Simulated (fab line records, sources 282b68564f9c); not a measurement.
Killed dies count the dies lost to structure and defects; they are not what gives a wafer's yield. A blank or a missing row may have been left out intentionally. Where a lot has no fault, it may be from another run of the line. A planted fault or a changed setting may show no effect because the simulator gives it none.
A lot that was struck, set against a sound lot -- flow rit-cmos -- 15 steps out of a route of 202
Sound: these wafers, L949.1, L949.4, L949.5. Wafers struck: L960.1, L960.4, L960.6. The cause is named last.
At each step with rows: each side's tool, then ch and its chambers, then its first start. Under that, the readings that differ: sound wafers -- struck wafers -- difference of the means -- sigmas: that difference in standard deviations of wafers without a fault.
alike: words and numbers the same on both sides, and readings whose means are apart by under 2 such deviations; not compared: readings that were withheld, readings missing a value for some wafer, numbers with overlapping values and no deviation given by the record, and bounds like >300 which may hide the same value.
A row with sigmas, a row that says differs or no value, or rows on one side alone: a step with any of these is where the two part. Numbers that have no deviation but don't overlap get no sigmas and don't part them. Lack of a reading on every wafer of one side parts them only where that side has two or more wafers.

RIT_NWELL_OVL_MEAS_06:
  sound: overlay-01 at day 2 14:41; struck: overlay-01 at day 4 13:54
reading,sound,struck,difference,sigmas
NWELL_OVL (nm),-1.3 -2.2 -0.6,2.1 2.8 1.0,+3.3,+2
then, 2 steps without rows for these wafers: RIT_NWELL_HARDBAKE_07 (time 120 s); RIT_NWELL_IMPLANT_08.
RIT_NWELL_STRIP_09: strips in O2, time 180 s.
  sound on plasma-asher-04 ch 0,1, day 2 15:08; struck on plasma-asher-02 ch 0,1, day 4 14:31
  alike: drypump-motor-current-A, rf-refl-power-W
  not compared: rf-hours-counter-h
RIT_NWELL_TW_MEAS_10:
  sound: film-metro-04 at day 2 15:18; struck: film-metro-03 at day 4 14:41
  alike: NWELL_TW
then, 6 steps without rows for these wafers: RIT_PWELL_HMDS_00 (prime time 60 s); RIT_PWELL_COAT_01 (resist thk 1300 nm); RIT_PWELL_SOFTBAKE_02 (time 60 s); RIT_PWELL_EXPOSE_03 (exposes mask M3, target cd 43700 nm); RIT_PWELL_PEB_04; RIT_PWELL_DEVELOP_05 (develop time 68 s).
RIT_PWELL_OVL_MEAS_06:
  sound: overlay-02 at day 2 16:14; struck: overlay-01 at day 4 15:45
reading,sound,struck,difference,sigmas
PWELL_OVL (nm),-0.1 -2.8 -1.4,3.8 5.2 3.7,+5.7,+3
RIT_PWELL_HARDBAKE_07: time 120 s.
  sound on litho-track-03 ch 0, day 2 16:17; struck on litho-track-02 ch 0, day 4 15:47
reading,sound,struck,difference,sigmas
heater-power-total-W (W),51.95 52.06 52.10,50.17 50.18 50.28,-1.83,-29
plate-temp-C (C),140.04 139.76 139.79,136.09 136.08 135.98,-3.81,-25
model.NOVOLAK_of_PWELL_COAT_01.thk-nm (nm),1133 1130 1134,1148 1145 1140,+12,
then, 1 step without rows for these wafers: RIT_PWELL_IMPLANT_08.
RIT_M1_PROBE_99:
  rows exist in the record for the struck wafers here (prober-01, day 6 03:32), but not for the sound ones

## WHERE THEY PART
Last at RIT_M1_PROBE_99 as far as this record goes, first at RIT_NWELL_OVL_MEAS_06.

WHY: what had been put in by the simulator
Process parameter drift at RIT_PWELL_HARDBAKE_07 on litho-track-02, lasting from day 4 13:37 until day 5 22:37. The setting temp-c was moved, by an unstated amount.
